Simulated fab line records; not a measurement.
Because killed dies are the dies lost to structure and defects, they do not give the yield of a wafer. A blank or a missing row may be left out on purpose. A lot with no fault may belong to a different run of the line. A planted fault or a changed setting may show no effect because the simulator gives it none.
A single fault, viewed from 2 desks	flow rit cmos	each desk has only its own numbers; what lay behind them comes last

== AT THE METROLOGY DESK ==
Means of the sampled wafers that have a number, per lot and without regard to the tool the lot ran on: this is what the gauges read. A lot is out of limits, marked OUT, if its mean lies more than 4 standard deviations from the usual mean; the brackets give that distance.
Columns: A = NRETRO_OVL at RIT_NRETRO_OVL_MEAS_06, usual 0.1 nm; B = NRETRO_TW at RIT_NRETRO_TW_MEAS_10, usual 1040; C = PRETRO_OVL at RIT_PRETRO_OVL_MEAS_06, usual 1.4 nm
lot	first seen here	A	B	C
L961	day 3 17:38	2.7	1027	1.8
L962	day 3 21:57	0.4	1043	0.3
L967	day 5 01:07	0.2	1051	2.6
L968	day 5 04:28	-1.0	1026	2.3
L970	day 5 13:51	1.0	1025	-0.1
L975	day 6 14:07	0.4	1029	0.4
L976	day 6 19:58	1.0	1049	2.2
Result from this desk: across the 7 lots, nothing is out of limits.

== THE TOOL OWNER'S DESK: litho track-02 ==
The tool's own readings at RIT_PRETRO_COAT_01 (resist thk 1300 nm): means of the sampled wafers that have a number, for each lot that ran on this tool. A lot is out of limits, marked OUT, if its mean lies more than 4 standard deviations from the usual mean; the brackets give that distance.
Columns: A = exhaust pa at RIT_PRETRO_COAT_01, usual 45.3 Pa; B = spin speed rpm at RIT_PRETRO_COAT_01, usual 1999.8 rpm
lot	first seen here	A	B
L961	day 3 18:28	44.6	2000.1
L967	day 5 01:58	44.6	2087.3 (+58) OUT
L968	day 5 05:20	45.3	2088.2 (+59) OUT
L970	day 5 14:40	45.0	2088.1 (+59) OUT
This desk's finding: out of limits on L967, L968, L970; first on L967, day 5 01:58 (spin speed rpm at RIT_PRETRO_COAT_01). L961 stayed within limits.

== TAKEN TOGETHER ==
The tool owner's desk had the chance to raise an alarm at day 5 01:58 on L967, L968, L970.
The metrology desk saw nothing out of limits.
The metrology desk holds a record of L967, L968, L970, inside its limits.
All the named lots went through RIT_PRETRO_COAT_01 on litho track-02.

== WHAT THE SIMULATOR HAD PUT IN ==
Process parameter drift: litho track-02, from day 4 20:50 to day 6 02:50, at RIT_PRETRO_COAT_01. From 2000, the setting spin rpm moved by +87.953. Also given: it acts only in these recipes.
Lots struck among those shown: L967, L968, L970.
Delay in hours, fault start to first out-of-limits reading, by desk: the tool owner's desk at 5.
